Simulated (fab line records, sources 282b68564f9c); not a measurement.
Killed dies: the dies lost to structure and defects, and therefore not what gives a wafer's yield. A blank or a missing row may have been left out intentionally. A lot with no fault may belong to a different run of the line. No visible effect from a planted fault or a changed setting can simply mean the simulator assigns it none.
Matching of chambers    flow ritCmos    wetBench-03 running RIT_CONTACT_CLEAN_14: 4 sister chambers
The step cleans in SC2, time 600 s. 8 wafers are shown with their chamber, then 8 later ones without.

== WAFERS WITH THEIR CHAMBER ==
wafer   chamber  bathHeatDutyPct (%)
L404.2  3        16.8
L404.3  3        17.8
L407.6  1        16.5
L409.3  2        16.6
L409.4  2        16.8
L410.2  0        20.3
L410.6  0        16.8
L415.1  1        16.2

== WAFERS MISSING THEIR CHAMBER ==
wafer   bathHeatDutyPct (%)
L415.4  16.8
L415.5  17.5
L416.1  18.2
L416.3  14.9
L416.4  16.3
L418.2  16.9
L418.3  16.3
L418.6  17.5

== CHAMBER TAKEN BY EACH ==
wafer   from the rows above                in truth
L415.4  can't be placed: 2 or 1 or 3 or 0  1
L415.5  can't be placed: 3 or 2 or 0 or 1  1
L416.1  can't be placed: 0 or 3 or 2 or 1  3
L416.3  can't be placed: 1 or 2 or 3 or 0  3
L416.4  can't be placed: 1 or 2 or 3 or 0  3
L418.2  can't be placed: 2 or 3 or 1 or 0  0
L418.3  can't be placed: 1 or 2 or 3 or 0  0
L418.6  can't be placed: 3 or 2 or 0 or 1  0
Placed correctly: 0 of 8. Unplaceable from these rows: 8, with the true chamber sitting among the candidates in 8. Placed wrongly: 0.
How it was worked out, from the rows above alone: a wafer's distance from a chamber is the root of the sum, over the readings, of the square of ((its reading less the chamber's mean) divided by the reading's scatter). The wafer belongs to the nearest chamber; if the next one is less than 2 further off, it can't be placed. For every chamber, the mean is computed from those of its wafers that are shown. The scatter: take each reading less its chamber's mean, square it, sum over the shown wafers, divide by the number of wafers less the number of chambers, and take the root.
